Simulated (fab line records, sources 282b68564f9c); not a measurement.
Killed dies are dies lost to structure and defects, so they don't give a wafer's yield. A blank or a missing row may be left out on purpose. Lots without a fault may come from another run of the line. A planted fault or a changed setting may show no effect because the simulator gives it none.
Which tool did it? | flow rit_cmos | 14 lots, 42 wafers sampled, at 3 steps of a route of 202

WHAT THE GAUGES READ, wafer by wafer
RIT_WELLDRIVE_RS_MEAS_01: measures by four-point-probe.
lot  | measured    | on            | NWELL_RS (ohm/sq)
L114 | day 2 04:55 | film_metro-03 | 276.0 275.9 275.2
L115 | day 2 08:50 | film_metro-03 | 275.8 275.6 275.6
L116 | day 2 14:37 | film_metro-04 | 274.9 276.0 275.0
L120 | day 3 11:14 | film_metro-01 | 275.5 275.3 275.4
L121 | day 3 15:17 | film_metro-01 | 296.1 296.5 296.3
L122 | day 3 21:30 | film_metro-01 | 275.5 275.2 274.9
L125 | day 4 11:05 | film_metro-03 | 294.6 294.7 294.7
L128 | day 5 06:19 | film_metro-01 | 274.8 275.4 274.3
L129 | day 5 09:48 | film_metro-03 | 275.3 274.6 274.6
L130 | day 5 14:50 | film_metro-01 | 276.7 275.9 276.2
L131 | day 5 20:04 | film_metro-04 | 273.9 274.3 274.2
L132 | day 6 03:44 | film_metro-04 | 276.4 275.8 276.6
L135 | day 6 20:31 | film_metro-03 | 275.9 274.8 275.3
L137 | day 7 09:10 | film_metro-01 | 276.3 275.5 275.2

RIT_WELLDRIVE_RS_MEAS_02: measures by four-point-probe.
lot  | measured    | on            | PWELL_RS (ohm/sq)
L114 | day 2 05:02 | film_metro-03 | 430.0 429.4 428.7
L115 | day 2 08:57 | film_metro-03 | 428.2 428.9 428.0
L116 | day 2 14:44 | film_metro-04 | 428.4 428.0 428.9
L120 | day 3 11:22 | film_metro-01 | 429.4 429.8 429.0
L121 | day 3 15:24 | film_metro-01 | 450.1 449.7 449.5
L122 | day 3 21:37 | film_metro-01 | 431.4 430.5 429.2
L125 | day 4 11:12 | film_metro-03 | 449.2 448.7 450.2
L128 | day 5 06:26 | film_metro-01 | 429.2 429.0 429.8
L129 | day 5 09:55 | film_metro-03 | 430.9 429.6 429.5
L130 | day 5 14:57 | film_metro-01 | 429.5 429.8 429.4
L131 | day 5 20:11 | film_metro-04 | 431.8 429.3 429.1
L132 | day 6 03:51 | film_metro-04 | 431.9 431.6 430.2
L135 | day 6 20:38 | film_metro-03 | 430.4 430.2 430.5
L137 | day 7 09:17 | film_metro-01 | 427.9 427.7 429.3

WHICH TOOL RAN EACH LOT (tool, then ch and the chambers of the sampled wafers, then the start)
lot  | RIT_WELLDRIVE_ANNEAL_00
L114 | furnace-01 ch 0, day 1 23:49
L115 | furnace-02 ch 0, day 2 03:44
L116 | furnace-04 ch 0, day 2 09:32
L120 | furnace-01 ch 0, day 3 06:09
L121 | furnace-02 ch 0, day 3 10:12
L122 | furnace-01 ch 0, day 3 16:24
L125 | furnace-02 ch 0, day 4 06:00
L128 | furnace-01 ch 0, day 5 01:14
L129 | furnace-04 ch 0, day 5 04:43
L130 | furnace-01 ch 0, day 5 09:45
L131 | furnace-04 ch 0, day 5 14:56
L132 | furnace-04 ch 0, day 5 22:38
L135 | furnace-01 ch 0, day 6 15:26
L137 | furnace-04 ch 0, day 7 04:05
- RIT_WELLDRIVE_ANNEAL_00: time 14700 s.

WHAT THE TOOLS THEMSELVES READ (means of the sampled wafers that have a number; where no wafer has one, the mark that the record gives instead)
RIT_WELLDRIVE_ANNEAL_00.
lot  | tool       | spike_tc_centre_C (C) | spike_tc_load_C (C) | spike_tc_source_C (C) | tube_center_temp_C (C) | tube_center_temp_C_max
L114 | furnace-01 | 1101.0                | 1133                | 1118                  | 1100                   | 1103.0
L115 | furnace-02 | 1101.5                | 1123                | 1131                  | 1100                   | 1102.6
L116 | furnace-04 | 1102.6                | 1126                | 1127                  | 1100                   | 1102.7
L120 | furnace-01 | 1102.7                | 1133                | 1118                  | 1100                   | 1102.9
L121 | furnace-02 | 1084.1                | 1104                | 1111                  | 1082                   | 1084.6
L122 | furnace-01 | 1103.0                | 1133                | 1118                  | 1100                   | 1102.7
L125 | furnace-02 | 1083.9                | 1105                | 1113                  | 1082                   | 1084.9
L128 | furnace-01 | 1102.3                | 1133                | 1120                  | 1100                   | 1102.8
L129 | furnace-04 | 1103.5                | 1125                | 1128                  | 1100                   | 1103.1
L130 | furnace-01 | 1102.5                | 1132                | 1119                  | 1100                   | 1102.7
L131 | furnace-04 | 1103.0                | 1126                | 1129                  | 1100                   | 1102.8
L132 | furnace-04 | 1104.3                | 1125                | 1128                  | 1100                   | 1103.9
L135 | furnace-01 | 1102.5                | 1132                | 1119                  | 1100                   | 1103.5
L137 | furnace-04 | 1103.7                | 1126                | 1128                  | 1100                   | 1102.7

THE ANSWER, worked out from the rows above alone
Rule: what is usual is taken from the lots themselves. Put in order of their means at a reading, lots are off if they are a third of the lots or fewer, leave a main group of 4 or more, and stand apart from it by a gap of 3 or more times the standard deviation of the main group's means; of several such gaps the widest counts. A main group whose means are all the same, to the digits that the tables above print for the reading, isn't used. A lot without any number at a reading at which 4 lots or more have one is off too. The other lots that the step has rows for count as sound. The gauges are gone through in route order, then the tools' own readings, and for those a lot's mean is taken as printed above. The first step at which some lot is off is used, and at that step the reading that is off furthest; a lot without a number counts as furthest.
Off: L121, L125, at RIT_WELLDRIVE_RS_MEAS_01 (NWELL_RS). The main group: mean 275.4 ohm/sq, standard deviation 0.58.
A tool fits if, at a process step before that reading, it ran every lot that is off, and no sound lot after the first of them. The gauges at RIT_WELLDRIVE_RS_MEAS_01 aren't tried: what is off there is off at RIT_WELLDRIVE_ANNEAL_00 too, on other tools, and a gauge's error can't cause that. One fits: furnace-02 at RIT_WELLDRIVE_ANNEAL_00. Its last sound lot is L115 (day 2 03:44), its first lot that is off L121 (day 3 10:12): a fault that began between those two fits.
The tool's own readings at RIT_WELLDRIVE_ANNEAL_00 bear it out: on the lots that are off they differ by more than 5 times the standard deviation of the sound lots' means. spike_tc_centre_C reads 1084.0 C there against 1102.7 C on the sound lots; spike_tc_load_C reads 1104 C there against 1129 C on the sound lots; tube_center_temp_C reads 1082 C there against 1100 C on the sound lots; tube_center_temp_C_max reads 1084.8 there against 1103.0 on the sound lots.

WHAT THE SIMULATOR HAD PUT IN
Process parameter drift: furnace-02, from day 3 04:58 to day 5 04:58, at RIT_WELLDRIVE_ANNEAL_00. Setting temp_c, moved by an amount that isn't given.
Lots struck among those shown: L121, L125. The rule above found the same.
